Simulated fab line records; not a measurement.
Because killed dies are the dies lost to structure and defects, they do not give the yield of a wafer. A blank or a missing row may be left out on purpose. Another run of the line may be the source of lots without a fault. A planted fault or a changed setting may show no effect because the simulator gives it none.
2 desks looking at one fault + flow berkeley cmos170 + each desk holds nothing but its own numbers, with what lay behind them at the end

## FROM THE METROLOGY DESK
Lot by lot, what the gauges showed, no matter which tool ran the lot: averages of those sampled wafers that carry a number. Marked OUT: a lot whose mean sits more than 4 standard deviations from the usual mean, which makes it out of limits; the brackets give that distance.
Columns: A = V2_TEOS_THK at UCB170_V2_THK_MEAS_01, usual 2002 nm; B = cd nm at UCB170_V2_CD_MEAS_90, usual 699.6 nm; C = M3_OVL at UCB170_M3_OVL_MEAS_16, usual -1 nm
| lot  | first seen here | A               | B     | C   |
|------|-----------------|-----------------|-------|-----|
| L532 | day 7 22:16     | 1996            | 700.9 | 1   |
| L535 | day 7 22:34     | 2003            | 699.9 | -6  |
| L531 | day 7 22:49     | 1988            | 700.1 | -9  |
| L534 | day 7 22:56     | 2030            | 699.5 | -9  |
| L533 | day 7 23:10     | 1995            | 697.2 | 1   |
| L536 | day 8 11:37     | 2035            | 700.8 | -8  |
| L537 | day 9 01:22     | 1981            | 698.5 | -15 |
| L546 | day 10 14:53    | 2143 (+5.4) OUT | 698.5 | 2   |
| L547 | day 10 22:31    | 2029            | 700.1 | -2  |
| L543 | day 10 22:57    | 2122 (+4.6) OUT | 698.6 | -8  |
| L549 | day 11 07:40    | 2018            | 698.7 | 1   |
| L552 | day 11 12:46    | 1982            | 699.5 | -6  |
| L553 | day 12 11:22    | 1992            | 699.1 | 2   |
| L554 | day 12 23:13    | 2013            | 700.0 | 3   |
This desk's result: L543, L546 out of limits, first on L546 (V2_TEOS_THK at UCB170_V2_THK_MEAS_01), day 10 14:53. L532, L535, L531, L534, L533, L536, L537, L547, L549, L552, L553, L554 stayed within limits.

## AT THE TOOL OWNER'S DESK: pecvd-01
The tool's own readings at UCB170_V2_CVD_00 (deposits SiO2 from TEOS/O2, target thk 2000 nm, time 250 s): means of the sampled wafers that have a number, for each lot that ran on this tool. Marked OUT: a lot whose mean sits more than 4 standard deviations from the usual mean, which makes it out of limits; the brackets give that distance.
Columns: A = heater power w at UCB170_V2_CVD_00, usual 273 W; B = pressure mtorr at UCB170_V2_CVD_00, usual 9001 mTorr; C = rf fwd power W at UCB170_V2_CVD_00, usual 548.6 W
| lot  | first seen here | A   | B    | C               |
|------|-----------------|-----|------|-----------------|
| L546 | day 10 14:44    | 272 | 8988 | 693.0 (+80) OUT |
| L543 | day 10 22:48    | 271 | 9011 | 693.1 (+80) OUT |
This desk finds L543, L546 out of limits, L546 being first, at day 10 14:44 (rf fwd power W at UCB170_V2_CVD_00). In limits: none.

## BROUGHT TOGETHER
An alarm could have come from the tool owner's desk at day 10 14:44, on L543, L546.
Metrology desk: alarm possible at day 10 14:53 on L543, L546.
Every lot named ran UCB170_V2_CVD_00 on pecvd-01.

## WHAT THE SIMULATOR HAD INSERTED
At UCB170_V2_CVD_00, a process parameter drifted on pecvd-01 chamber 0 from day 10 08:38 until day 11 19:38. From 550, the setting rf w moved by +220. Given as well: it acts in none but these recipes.
Struck lots among those shown: L543, L546.
Time in hours from fault onset to the first out-of-limits reading at each desk: tool owner's desk 6, metrology desk 6.
